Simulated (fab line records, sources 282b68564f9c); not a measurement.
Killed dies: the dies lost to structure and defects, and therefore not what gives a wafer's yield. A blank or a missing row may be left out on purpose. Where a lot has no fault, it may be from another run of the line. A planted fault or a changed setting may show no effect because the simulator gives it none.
fab line records | flow ritCmos
record: lots: 14 | wafers: 42 | lastDay: 8
route steps=202 shown NSD@137 PSD@152 M1@189
lots with no fault: from the same line, run without faults
startH: start of the lot's first displayed wafer, in hours after the record's first day | waitH: hours from the lot's prior step to this one | " repeats the value in the row above | L1.1+2: a row that stands for several wafers | - no value, or no start given | * or withheld: withheld | < > ~ a bound
route shown NAME@n: a module of which the file shows steps, and the number in the route of the first | usual: mean/standard deviation taken from wafers without a fault | same: alike in all rows | chamber/n: place in a boat | sites: readings site by site | _std_site: the standard deviation of these | _edge_site: the outer-site mean with the inner-site mean subtracted | radiusMm: for every site, how far away it sits from the centre of the wafer | mask NAME#n: copy n | behind: the most recent tool/chamber to have shaped the wafer | hold: why the lot was held/for how many hours/how that ended | device: names the non-switching transistor (n, p or np) | end of line: the tests these same wafers got at the end of their route | a step with no rows: only its recipe | killed: at the first sort, the dies lost to defects and structure; wafer yield is something else | map: shows each die of a wafer: x if killed, . if not, _ if none is there
set.NAME: the run value of the setting; set.NAME@STEP: its run value at that earlier step | model.NAME: the simulator's own value behind a step, which no gauge read
route steps across a sampled set of lots; one table per step, one row per wafer
== steps ==
step: RIT_NSD_OVL_MEAS_06
usual: NSD_OVL: 0.6/1.4
lot.wafer | tool       | chamber | startH | waitH | NSD_OVL[nm]
L744.2    | overlay-02 | -       | 53.41  | -     | 1.5
L744.3    | "          | -       | "      | "     | 1.5
L744.5    | "          | -       | "      | "     | 0.9
L745.1    | overlay-02 | -       | 55.98  | -     | -1.6
L745.2    | "          | -       | "      | "     | -0.4
L745.4    | "          | -       | "      | "     | -1.3
L746.1    | overlay-01 | -       | 59.88  | -     | -0.7
L746.2    | "          | -       | "      | "     | -0.1
L746.6    | "          | -       | "      | "     | 0.2
L747.2    | overlay-02 | -       | 64.53  | -     | -0.3
L747.4    | "          | -       | "      | "     | -0.5
L747.6    | "          | -       | "      | "     | -0.5
L749.2    | overlay-01 | -       | 72.83  | -     | -0.7
L749.3    | "          | -       | "      | "     | 0.3
L749.5    | "          | -       | "      | "     | -1.0
L755.2    | overlay-01 | -       | 103.44 | -     | 0.9
L755.4    | "          | -       | "      | "     | 0.6
L755.5    | "          | -       | "      | "     | 1.5
L756.2    | overlay-02 | -       | 106.69 | -     | -1.9
L756.4    | "          | -       | "      | "     | -3.0
L756.6    | "          | -       | "      | "     | -2.5
L757.1    | overlay-02 | -       | 113.30 | -     | 2.4
L757.3    | "          | -       | "      | "     | 2.2
L757.4    | "          | -       | "      | "     | 1.5
L760.1    | overlay-01 | -       | 134.90 | -     | 1.9
L760.2    | "          | -       | "      | "     | 1.6
L760.4    | "          | -       | "      | "     | 1.3
L762.1    | overlay-02 | -       | 147.55 | -     | 0.8
L762.3    | "          | -       | "      | "     | 1.1
L762.4    | "          | -       | "      | "     | 0.9
L763.1    | overlay-02 | -       | 149.09 | -     | 1.7
L763.5    | "          | -       | "      | "     | 2.1
L763.6    | "          | -       | "      | "     | 2.0
L764.1    | overlay-02 | -       | 156.28 | -     | 2.4
L764.5    | "          | -       | "      | "     | 3.0
L764.6    | "          | -       | "      | "     | 2.3
L766.1    | overlay-02 | -       | 166.31 | -     | 2.5
L766.3    | "          | -       | "      | "     | 2.2
L766.5    | "          | -       | "      | "     | -0.7
L767.1    | overlay-02 | -       | 172.75 | -     | -0.6
L767.2    | "          | -       | "      | "     | -0.3
L767.3    | "          | -       | "      | "     | -0.9
step: RIT_PSD_TW_MEAS_10
usual: PSD_TW: 3449/43
lot.wafer | tool         | chamber | startH | waitH | PSD_TW
L744.2    | filmMetro-03 | -       | 55.47  | 0.1   | 3484
L744.3    | "            | -       | "      | "     | 3495
L744.5    | "            | -       | "      | "     | 3507
L745.1    | filmMetro-01 | -       | 57.99  | 0.1   | 3494
L745.2    | "            | -       | "      | "     | 3489
L745.4    | "            | -       | "      | "     | 3490
L746.1    | filmMetro-03 | -       | 61.82  | 0.1   | 3473
L746.2    | "            | -       | "      | "     | 3478
L746.6    | "            | -       | "      | "     | 3503
L747.2    | filmMetro-04 | -       | 66.59  | 0.1   | 3369
L747.4    | "            | -       | "      | "     | 3389
L747.6    | "            | -       | "      | "     | 3385
L749.2    | filmMetro-01 | -       | 74.77  | 0.1   | 3477
L749.3    | "            | -       | "      | "     | 3480
L749.5    | "            | -       | "      | "     | 3493
L755.2    | filmMetro-03 | -       | 105.50 | 0.1   | 3479
L755.4    | "            | -       | "      | "     | 3464
L755.5    | "            | -       | "      | "     | 3468
L756.2    | filmMetro-04 | -       | 108.63 | 0.1   | 3411
L756.4    | "            | -       | "      | "     | 3385
L756.6    | "            | -       | "      | "     | 3382
L757.1    | filmMetro-01 | -       | 115.24 | 0.1   | 3479
L757.3    | "            | -       | "      | "     | 3456
L757.4    | "            | -       | "      | "     | 3454
L760.1    | filmMetro-04 | -       | 137.35 | 0.1   | 3393
L760.2    | "            | -       | "      | "     | 3416
L760.4    | "            | -       | "      | "     | 3406
L762.1    | filmMetro-01 | -       | 149.49 | 0.1   | 3497
L762.3    | "            | -       | "      | "     | 3504
L762.4    | "            | -       | "      | "     | 3493
L763.1    | filmMetro-03 | -       | 151.40 | 0.1   | 3447
L763.5    | "            | -       | "      | "     | 3455
L763.6    | "            | -       | "      | "     | 3442
L764.1    | filmMetro-01 | -       | 158.34 | 0.1   | 3488
L764.5    | "            | -       | "      | "     | 3464
L764.6    | "            | -       | "      | "     | 3491
L766.1    | filmMetro-04 | -       | 168.29 | 0.1   | 3388
L766.3    | "            | -       | "      | "     | 3359
L766.5    | "            | -       | "      | "     | 3357
L767.1    | filmMetro-01 | -       | 174.80 | 0.1   | 3470
L767.2    | "            | -       | "      | "     | 3459
L767.3    | "            | -       | "      | "     | 3467
step: RIT_M1_SOFTBAKE_05
recipe: resist: NOVOLAK | tempC: 90 | timeS: 60
usual: chillPlateTempC: 23.01/0.1 | heaterPowerTotalW: 34.56/0.044 | plateTempC: 90.01/0.12
lot.wafer | tool          | chamber | startH | waitH | chillPlateTempC | heaterPowerTotalW | plateTempC
L744.2    | lithoTrack-04 | 0       | 60.32  | 0.1   | 23.04           | 34.60             | 90.03
L744.3    | "             | 0       | "      | "     | 23.07           | 34.58             | 90.05
L744.5    | "             | 0       | "      | "     | 22.90           | 34.58             | 89.98
L745.1    | lithoTrack-04 | 0       | 62.77  | 0.1   | 23.22           | 34.60             | 90.11
L745.2    | "             | 0       | "      | "     | 23.08           | 34.54             | 89.98
L745.4    | "             | 0       | "      | "     | 23.02           | 34.58             | 90.21
L746.1    | lithoTrack-03 | 0       | 66.45  | 0.1   | 22.93           | 34.54             | 90.13
L746.2    | "             | 0       | "      | "     | 23.04           | 34.61             | 90.13
L746.6    | "             | 0       | "      | "     | 22.90           | 34.51             | 90.03
L747.2    | lithoTrack-02 | 0       | 71.46  | 0.1   | 23.03           | 34.55             | 90.05
L747.4    | "             | 0       | "      | "     | 23.01           | 34.50             | 90.08
L747.6    | "             | 0       | "      | "     | 22.93           | 34.54             | 90.17
L749.2    | lithoTrack-03 | 0       | 79.58  | 0.1   | 22.92           | 34.56             | 89.97
L749.3    | "             | 0       | "      | "     | 23.07           | 34.63             | 90.03
L749.5    | "             | 0       | "      | "     | 22.92           | 34.56             | 89.93
L755.2    | lithoTrack-03 | 0       | 110.05 | 0.1   | 22.95           | 36.86             | 94.23
L755.4    | "             | 0       | "      | "     | 23.04           | 36.91             | 94.19
L755.5    | "             | 0       | "      | "     | 22.89           | 36.80             | 94.13
L756.2    | lithoTrack-03 | 0       | 113.17 | 0.1   | 23.04           | 36.87             | 93.92
L756.4    | "             | 0       | "      | "     | 23.09           | 36.84             | 93.95
L756.6    | "             | 0       | "      | "     | 23.10           | 36.71             | 94.09
L757.1    | lithoTrack-04 | 0       | 119.77 | 0.1   | 22.97           | 34.57             | 89.92
L757.3    | "             | 0       | "      | "     | 22.89           | 34.53             | 89.77
L757.4    | "             | 0       | "      | "     | 22.98           | 34.59             | 89.81
L760.1    | lithoTrack-02 | 0       | 141.83 | 0.1   | 23.00           | 34.59             | 90.02
L760.2    | "             | 0       | "      | "     | 22.89           | 34.60             | 90.16
L760.4    | "             | 0       | "      | "     | 22.84           | 34.54             | 90.07
L762.1    | lithoTrack-04 | 0       | 154.18 | 0.1   | 23.15           | 34.58             | 89.72
L762.3    | "             | 0       | "      | "     | 23.08           | 34.62             | 89.94
L762.4    | "             | 0       | "      | "     | 23.13           | 34.48             | 89.90
L763.1    | lithoTrack-02 | 0       | 156.03 | 0.1   | 22.86           | 34.48             | 90.09
L763.5    | "             | 0       | "      | "     | 22.89           | 34.60             | 90.10
L763.6    | "             | 0       | "      | "     | 23.01           | 34.51             | 89.95
L764.1    | lithoTrack-02 | 0       | 162.88 | 0.1   | 23.23           | 34.63             | 90.01
L764.5    | "             | 0       | "      | "     | 23.25           | 34.58             | 90.11
L764.6    | "             | 0       | "      | "     | 23.10           | 34.62             | 90.08
L766.1    | lithoTrack-04 | 0       | 173.08 | 0.1   | 23.08           | 34.58             | 90.02
L766.3    | "             | 0       | "      | "     | 23.15           | 34.58             | 90.25
L766.5    | "             | 0       | "      | "     | 23.16           | 34.45             | 90.03
L767.1    | lithoTrack-02 | 0       | 179.47 | 0.1   | 23.15           | 34.52             | 90.21
L767.2    | "             | 0       | "      | "     | 22.99           | 34.53             | 90.08
L767.3    | "             | 0       | "      | "     | 23.08           | 34.59             | 90.11
step: RIT_M1_OVL_MEAS_10
usual: M1_OVL: 0.9/1.7
lot.wafer | tool       | chamber | startH | waitH | M1_OVL[nm]
L744.2    | overlay-02 | -       | 61.12  | 0.1   | 2.4
L744.3    | "          | -       | "      | "     | 0.7
L744.5    | "          | -       | "      | "     | 2.8
L745.1    | overlay-01 | -       | 63.47  | 0.1   | 1.7
L745.2    | "          | -       | "      | "     | 3.0
L745.4    | "          | -       | "      | "     | 2.9
L746.1    | overlay-01 | -       | 67.15  | 0.1   | 1.6
L746.2    | "          | -       | "      | "     | 2.7
L746.6    | "          | -       | "      | "     | 2.8
L747.2    | overlay-01 | -       | 72.26  | 0.1   | -0.5
L747.4    | "          | -       | "      | "     | -1.2
L747.6    | "          | -       | "      | "     | 0.0
L749.2    | overlay-02 | -       | 80.39  | 0.1   | 1.4
L749.3    | "          | -       | "      | "     | 2.3
L749.5    | "          | -       | "      | "     | 2.0
L755.2    | overlay-01 | -       | 110.73 | 0.1   | 2.1
L755.4    | "          | -       | "      | "     | 0.0
L755.5    | "          | -       | "      | "     | -0.6
L756.2    | overlay-01 | -       | 113.85 | 0.1   | 1.7
L756.4    | "          | -       | "      | "     | 3.0
L756.6    | "          | -       | "      | "     | 1.5
L757.1    | overlay-01 | -       | 120.47 | 0.1   | -0.2
L757.3    | "          | -       | "      | "     | 0.2
L757.4    | "          | -       | "      | "     | -0.4
L760.1    | overlay-01 | -       | 142.53 | 0.1   | 0.7
L760.2    | "          | -       | "      | "     | 0.4
L760.4    | "          | -       | "      | "     | -0.5
L762.1    | overlay-01 | -       | 154.88 | 0.1   | 0.9
L762.3    | "          | -       | "      | "     | 1.3
L762.4    | "          | -       | "      | "     | 2.6
L763.1    | overlay-02 | -       | 156.87 | 0.1   | 2.9
L763.5    | "          | -       | "      | "     | 3.7
L763.6    | "          | -       | "      | "     | 1.8
L764.1    | overlay-01 | -       | 163.58 | 0.1   | 0.4
L764.5    | "          | -       | "      | "     | 0.1
L764.6    | "          | -       | "      | "     | 1.9
L766.1    | overlay-01 | -       | 173.78 | 0.1   | 1.0
L766.3    | "          | -       | "      | "     | -2.2
L766.5    | "          | -       | "      | "     | -1.7
L767.1    | overlay-02 | -       | 180.17 | 0.1   | 2.7
L767.2    | "          | -       | "      | "     | 3.6
L767.3    | "          | -       | "      | "     | 2.6
step: RIT_M1_PROBE_99
usual: defectLimitedYield: 97.5/1.1 | killed_at_M0_to_M3: 0.0/0.14 | killedAtContacts: 0.1/0.3 | killedAtFrontEnd: 6.5/2.9 | killedDies: 6.6/3 | killedOpen: 3.3/2 | killedShort: 3.3/1.9 | sort_bin_3_pad_short: 0.1/0.2 | sort_bin_5_function: 1.4/0.78 | sort_bin_6_memory: 1.0/0.71 | sortNPass: 257.4/3 | sortYieldPct: 97.5/1.1
same: grossDies: 264 | killed_at_M4_up: 0 | killedAtBackSide: 0 | killedAtOther: 0
lot.wafer | tool      | chamber | startH | waitH | defectLimitedYield[%] | killed_at_M0_to_M3 | killedAtContacts | killedAtFrontEnd | killedDies | killedOpen | killedShort | sort_bin_3_pad_short[%] | sort_bin_5_function[%] | sort_bin_6_memory[%] | sortNPass | sortYieldPct[%]
L744.2    | prober-01 | -       | 63.72  | 0.1   | 97.7                  | 0                  | 0                | 6                | 6          | 1          | 5           | 0.4                     | 0.4                    | 1.5                  | 258.0     | 97.7
L744.3    | prober-01 | -       | 63.77  | 0.2   | 98.5                  | 0                  | 0                | 4                | 4          | 3          | 1           | 0                       | 1.5                    | 0                    | 260.0     | 98.5
L744.5    | prober-01 | -       | 63.87  | 0.2   | 97.3                  | 0                  | 1                | 6                | 7          | 4          | 3           | 0                       | 1.5                    | 1.1                  | 257.0     | 97.3
L745.1    | prober-02 | -       | 66.18  | 0.1   | 98.5                  | 0                  | 0                | 4                | 4          | 3          | 1           | 0                       | 0.8                    | 0.8                  | 260.0     | 98.5
L745.2    | prober-02 | -       | 66.23  | 0.1   | 95.5                  | 0                  | 0                | 12               | 12         | 5          | 7           | 0.4                     | 2.3                    | 1.9                  | 252.0     | 95.5
L745.4    | prober-02 | -       | 66.33  | 0.2   | 98.5                  | 0                  | 0                | 4                | 4          | 2          | 2           | 0                       | 0.8                    | 0.8                  | 260.0     | 98.5
L746.1    | prober-01 | -       | 70.48  | 0.1   | 97.7                  | 0                  | 0                | 6                | 6          | 4          | 2           | 0                       | 1.9                    | 0.4                  | 258.0     | 97.7
L746.2    | prober-01 | -       | 70.53  | 0.1   | 98.1                  | 0                  | 0                | 5                | 5          | 1          | 4           | 0.4                     | 0.8                    | 0.8                  | 259.0     | 98.1
L746.6    | prober-01 | -       | 70.73  | 0.2   | 96.6                  | 0                  | 0                | 9                | 9          | 3          | 6           | 0.4                     | 1.5                    | 1.5                  | 255.0     | 96.6
L747.2    | prober-02 | -       | 75.02  | 0.1   | 98.1                  | 0                  | 0                | 5                | 5          | 4          | 1           | 0                       | 0.8                    | 1.1                  | 259.0     | 98.1
L747.4    | prober-02 | -       | 75.12  | 0.2   | 95.8                  | 0                  | 0                | 11               | 11         | 4          | 7           | 0.4                     | 1.5                    | 2.3                  | 253.0     | 95.8
L747.6    | prober-02 | -       | 75.22  | 0.2   | 94.7                  | 0                  | 0                | 14               | 14         | 8          | 6           | 0                       | 3.0                    | 2.3                  | 250.0     | 94.7
L749.2    | prober-02 | -       | 83.72  | 0.1   | 96.6                  | 0                  | 0                | 9                | 9          | 5          | 4           | 0                       | 1.1                    | 2.3                  | 255.0     | 96.6
L749.3    | prober-02 | -       | 83.77  | 0.2   | 95.5                  | 0                  | 0                | 12               | 12         | 6          | 6           | 0.4                     | 2.3                    | 1.9                  | 252.0     | 95.5
L749.5    | prober-02 | -       | 83.87  | 0.2   | 96.2                  | 0                  | 0                | 10               | 10         | 7          | 3           | 0.4                     | 1.1                    | 2.3                  | 254.0     | 96.2
L755.2    | prober-02 | -       | 113.71 | 0.1   | 97.0                  | 0                  | 0                | 8                | 8          | 3          | 5           | 0                       | 2.7                    | 0.4                  | 256.0     | 97.0
L755.4    | prober-02 | -       | 113.81 | 0.2   | 98.1                  | 0                  | 0                | 5                | 5          | 4          | 1           | 0                       | 1.5                    | 0.4                  | 259.0     | 98.1
L755.5    | prober-02 | -       | 113.86 | 0.2   | 98.5                  | 0                  | 0                | 4                | 4          | 1          | 3           | 0.4                     | 0.8                    | 0.4                  | 260.0     | 98.5
L756.2    | prober-01 | -       | 116.43 | 0.1   | 99.2                  | 0                  | 0                | 2                | 2          | 1          | 1           | 0                       | 0.4                    | 0.4                  | 262.0     | 99.2
L756.4    | prober-01 | -       | 116.53 | 0.2   | 98.1                  | 0                  | 0                | 5                | 5          | 3          | 2           | 0.4                     | 0.8                    | 0.8                  | 259.0     | 98.1
L756.6    | prober-01 | -       | 116.63 | 0.2   | 95.5                  | 0                  | 0                | 12               | 12         | 7          | 5           | 0                       | 3.0                    | 1.5                  | 252.0     | 95.5
L757.1    | prober-02 | -       | 123.16 | 0.1   | 98.5                  | 0                  | 0                | 4                | 4          | 1          | 3           | 0                       | 1.1                    | 0.4                  | 260.0     | 98.5
L757.3    | prober-02 | -       | 123.26 | 0.2   | 96.6                  | 1                  | 1                | 7                | 9          | 6          | 3           | 0                       | 2.3                    | 1.1                  | 255.0     | 96.6
L757.4    | prober-02 | -       | 123.31 | 0.2   | 98.9                  | 0                  | 0                | 3                | 3          | 2          | 1           | 0                       | 0.4                    | 0.8                  | 261.0     | 98.9
L760.1    | prober-01 | -       | 147.18 | 0.1   | 96.2                  | 0                  | 0                | 10               | 10         | 5          | 5           | 0.4                     | 2.3                    | 1.1                  | 254.0     | 96.2
L760.2    | prober-01 | -       | 147.23 | 0.1   | 97.0                  | 0                  | 0                | 8                | 8          | 5          | 3           | 0                       | 1.9                    | 1.1                  | 256.0     | 97.0
L760.4    | prober-01 | -       | 147.33 | 0.2   | 97.0                  | 0                  | 0                | 8                | 8          | 3          | 5           | 0                       | 1.5                    | 1.5                  | 256.0     | 97.0
L762.1    | prober-01 | -       | 159.36 | 0.1   | 98.1                  | 0                  | 0                | 5                | 5          | 2          | 3           | 0                       | 1.5                    | 0.4                  | 259.0     | 98.1
L762.3    | prober-01 | -       | 159.46 | 0.2   | 98.9                  | 0                  | 0                | 3                | 3          | 2          | 1           | 0                       | 0.8                    | 0.4                  | 261.0     | 98.9
L762.4    | prober-01 | -       | 159.51 | 0.2   | 99.2                  | 0                  | 0                | 2                | 2          | 0          | 2           | 0                       | 0                      | 0.8                  | 262.0     | 99.2
L763.1    | prober-02 | -       | 160.86 | 0.1   | 97.7                  | 0                  | 0                | 6                | 6          | 2          | 4           | 0.4                     | 1.9                    | 0                    | 258.0     | 97.7
L763.5    | prober-02 | -       | 161.06 | 0.2   | 99.6                  | 0                  | 0                | 1                | 1          | 0          | 1           | 0                       | 0                      | 0.4                  | 263.0     | 99.6
L763.6    | prober-02 | -       | 161.11 | 0.2   | 97.7                  | 0                  | 0                | 6                | 6          | 3          | 3           | 0                       | 1.5                    | 0.8                  | 258.0     | 97.7
L764.1    | prober-01 | -       | 166.92 | 0.1   | 97.7                  | 0                  | 0                | 6                | 6          | 4          | 2           | 0                       | 0.4                    | 1.9                  | 258.0     | 97.7
L764.5    | prober-01 | -       | 167.12 | 0.2   | 96.2                  | 0                  | 0                | 10               | 10         | 3          | 7           | 0                       | 1.1                    | 2.7                  | 254.0     | 96.2
L764.6    | prober-01 | -       | 167.17 | 0.2   | 98.9                  | 0                  | 0                | 3                | 3          | 1          | 2           | 0.4                     | 0.4                    | 0.4                  | 261.0     | 98.9
L766.1    | prober-01 | -       | 177.53 | 0.1   | 97.7                  | 0                  | 0                | 6                | 6          | 4          | 2           | 0                       | 2.3                    | 0                    | 258.0     | 97.7
L766.3    | prober-01 | -       | 177.63 | 0.2   | 97.0                  | 0                  | 0                | 8                | 8          | 5          | 3           | 0                       | 1.9                    | 1.1                  | 256.0     | 97.0
L766.5    | prober-01 | -       | 177.73 | 0.2   | 97.3                  | 0                  | 1                | 6                | 7          | 5          | 2           | 0                       | 1.5                    | 1.1                  | 257.0     | 97.3
L767.1    | prober-02 | -       | 184.11 | 0.1   | 98.1                  | 0                  | 0                | 5                | 5          | 0          | 5           | 0.4                     | 0.8                    | 0.8                  | 259.0     | 98.1
L767.2    | prober-02 | -       | 184.16 | 0.1   | 98.5                  | 0                  | 1                | 3                | 4          | 2          | 2           | 0                       | 1.1                    | 0.4                  | 260.0     | 98.5
L767.3    | prober-02 | -       | 184.21 | 0.2   | 97.7                  | 0                  | 0                | 6                | 6          | 2          | 4           | 0                       | 0.8                    | 1.5                  | 258.0     | 97.7
killed by level:class
L744.2 GATE:geometricParticle:short=4 FOX1:geometricParticle:short=1 GATE:geometricParticle:open=1
L744.3 FOX1:geometricParticle:open=3 GATE:geometricParticle:short=1
L744.5 FOX1:geometricParticle:open=2 GATE:geometricParticle:short=1 SPACER:geometricParticle:open=1 SPACER:geometricParticle:short=1 SILICIDE:geometricParticle:open=1 CONTACT:geometricParticle:short=1
L745.1 GATE:geometricParticle:open=1 GATE:geometricParticle:short=1 REOX:geometricParticle:open=1 SPACER:geometricParticle:open=1
L745.2 GATE:geometricParticle:short=6 GATE:geometricParticle:open=4 REOX:geometricParticle:open=1 REOX:geometricParticle:short=1
L745.4 GATE:geometricParticle:short=2 GATE:geometricParticle:open=2
L746.1 SPACER:geometricParticle:open=2 GATE:geometricParticle:open=1 GATE:geometricParticle:short=1 SILICIDE:geometricParticle:open=1 SILICIDE:geometricParticle:short=1
L746.2 SPACER:geometricParticle:short=2 FOX2:geometricParticle:short=1 SPACER:geometricParticle:open=1 SILICIDE:geometricParticle:short=1
L746.6 GATE:geometricParticle:short=3 FOX2:geometricParticle:short=1 FOX2:geometricParticle:open=1 GATE:geometricParticle:open=1 REOX:geometricParticle:short=1 SPACER:geometricParticle:short=1 SILICIDE:geometricParticle:open=1
L747.2 SPACER:geometricParticle:open=2 GATE:geometricParticle:open=1 SILICIDE:geometricParticle:open=1 SILICIDE:geometricParticle:short=1
L747.4 GATE:geometricParticle:short=3 FOX1:geometricParticle:short=2 GATE:geometricParticle:open=2 FOX1:geometricParticle:open=1 FOX2:geometricParticle:open=1 SPACER:geometricParticle:short=1 SILICIDE:geometricParticle:short=1
L747.6 GATE:geometricParticle:open=3 GATE:geometricParticle:short=2 REOX:geometricParticle:short=2 REOX:geometricParticle:open=2 SPACER:geometricParticle:open=2 FOX1:geometricParticle:short=1 SPACER:geometricParticle:short=1 SILICIDE:geometricParticle:open=1
L749.2 GATE:geometricParticle:open=3 GATE:geometricParticle:short=2 SILICIDE:geometricParticle:open=2 SILICIDE:geometricParticle:short=2
L749.3 GATE:geometricParticle:short=4 SILICIDE:geometricParticle:open=3 REOX:geometricParticle:open=2 SILICIDE:geometricParticle:short=2 GATE:geometricParticle:open=1
L749.5 GATE:geometricParticle:open=3 SILICIDE:geometricParticle:open=3 SILICIDE:geometricParticle:short=2 GATE:geometricParticle:short=1 REOX:geometricParticle:open=1
L755.2 GATE:geometricParticle:short=2 FOX2:geometricParticle:short=1 FOX2:geometricParticle:open=1 GATE:geometricParticle:open=1 REOX:geometricParticle:short=1 SPACER:geometricParticle:open=1 SPACER:geometricParticle:short=1
L755.4 FOX1:geometricParticle:short=1 FOX2:geometricParticle:open=1 GATE:geometricParticle:open=1 REOX:geometricParticle:open=1 SILICIDE:geometricParticle:open=1
L755.5 FOX2:geometricParticle:short=2 FOX2:geometricParticle:open=1 SPACER:geometricParticle:short=1
L756.2 FOX1:geometricParticle:short=1 GATE:geometricParticle:open=1
L756.4 GATE:geometricParticle:open=2 FOX1:geometricParticle:short=1 REOX:geometricParticle:open=1 SPACER:geometricParticle:short=1
L756.6 REOX:geometricParticle:open=4 GATE:geometricParticle:short=2 FOX1:geometricParticle:short=1 FOX1:geometricParticle:open=1 GATE:geometricParticle:open=1 SPACER:geometricParticle:short=1 SILICIDE:geometricParticle:open=1 SILICIDE:geometricParticle:short=1
L757.1 FOX1:geometricParticle:short=1 FOX2:geometricParticle:short=1 GATE:geometricParticle:short=1 GATE:geometricParticle:open=1
L757.3 GATE:geometricParticle:open=4 FOX1:geometricParticle:short=1 SPACER:geometricParticle:open=1 SPACER:geometricParticle:short=1 CONTACT:geometricParticle:open=1 M1:geometricParticle:short=1
L757.4 GATE:geometricParticle:short=1 GATE:geometricParticle:open=1 SPACER:geometricParticle:open=1
L760.1 SILICIDE:geometricParticle:open=3 GATE:geometricParticle:short=2 SILICIDE:geometricParticle:short=2 GATE:geometricParticle:open=1 REOX:geometricParticle:open=1 SPACER:geometricParticle:short=1
L760.2 GATE:geometricParticle:open=4 FOX1:geometricParticle:short=1 FOX2:geometricParticle:short=1 FOX2:geometricParticle:open=1 REOX:geometricParticle:short=1
L760.4 SPACER:geometricParticle:short=2 FOX1:geometricParticle:short=1 GATE:geometricParticle:short=1 GATE:geometricParticle:open=1 REOX:geometricParticle:short=1 REOX:geometricParticle:open=1 SPACER:geometricParticle:open=1
L762.1 GATE:geometricParticle:open=1 REOX:geometricParticle:short=1 SPACER:geometricParticle:short=1 SPACER:geometricParticle:open=1 SILICIDE:geometricParticle:short=1
L762.3 GATE:geometricParticle:open=1 SILICIDE:geometricParticle:open=1 SILICIDE:geometricParticle:short=1
L762.4 REOX:geometricParticle:short=1 SPACER:geometricParticle:short=1
L763.1 GATE:geometricParticle:short=2 FOX1:geometricParticle:open=1 FOX2:geometricParticle:short=1 FOX2:geometricParticle:open=1 REOX:geometricParticle:short=1
L763.5 GATE:geometricParticle:short=1
L763.6 GATE:geometricParticle:open=2 FOX1:geometricParticle:open=1 GATE:geometricParticle:short=1 REOX:geometricParticle:short=1 SILICIDE:geometricParticle:short=1
L764.1 FOX1:geometricParticle:open=2 SILICIDE:geometricParticle:open=2 FOX2:geometricParticle:short=1 SILICIDE:geometricParticle:short=1
L764.5 FOX1:geometricParticle:short=3 FOX1:geometricParticle:open=1 FOX2:geometricParticle:open=1 FOX2:geometricParticle:short=1 GATE:geometricParticle:open=1 GATE:geometricParticle:short=1 SPACER:geometricParticle:short=1 SILICIDE:geometricParticle:short=1
L764.6 SPACER:geometricParticle:short=2 GATE:geometricParticle:open=1
L766.1 GATE:geometricParticle:open=3 GATE:geometricParticle:short=1 REOX:geometricParticle:short=1 SILICIDE:geometricParticle:open=1
L766.3 GATE:geometricParticle:open=2 SPACER:geometricParticle:open=2 FOX1:geometricParticle:short=1 FOX2:geometricParticle:open=1 GATE:geometricParticle:short=1 SPACER:geometricParticle:short=1
L766.5 REOX:geometricParticle:open=2 FOX1:geometricParticle:short=1 GATE:geometricParticle:open=1 GATE:geometricParticle:short=1 SILICIDE:geometricParticle:open=1 CONTACT:geometricParticle:open=1
L767.1 GATE:geometricParticle:short=2 REOX:geometricParticle:short=2 SPACER:geometricParticle:short=1
L767.2 GATE:geometricParticle:short=1 REOX:geometricParticle:open=1 SILICIDE:geometricParticle:open=1 CONTACT:geometricParticle:short=1
L767.3 GATE:geometricParticle:open=2 GATE:geometricParticle:short=2 ACTIVE:geometricParticle:short=1 REOX:geometricParticle:short=1
== key ==
firstSign: step: RIT_M1_SOFTBAKE_05 | reading: heaterPowerTotalW | direction: up | sigmas: 52 | usual: 34.56 | struck: 36.83
effect: step: RIT_M1_SOFTBAKE_05 | reading: plateTempC | direction: up | sigmas: 33 | usual: * | struck: *
metAt RIT_M1_SOFTBAKE_05
struckLots L755,L756
loopTrim: step: RIT_M1_EXPOSE_06 | setting: dose | lots: L756
notActingAt RIT_NSD_OVL_MEAS_06,RIT_PSD_TW_MEAS_10,RIT_M1_OVL_MEAS_10
onsetBetween 79.58 110.05
fault: kind: processParameterDrift | tool: lithoTrack-03 | chamber: - | onsetH: 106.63 | steps: RIT_M1_SOFTBAKE_05 | channel: tempC | offset: * | shape: step | endH: 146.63 | actsIn: * | stated: *
loopTrim: a control loop set the setting to another value than it would have without faults
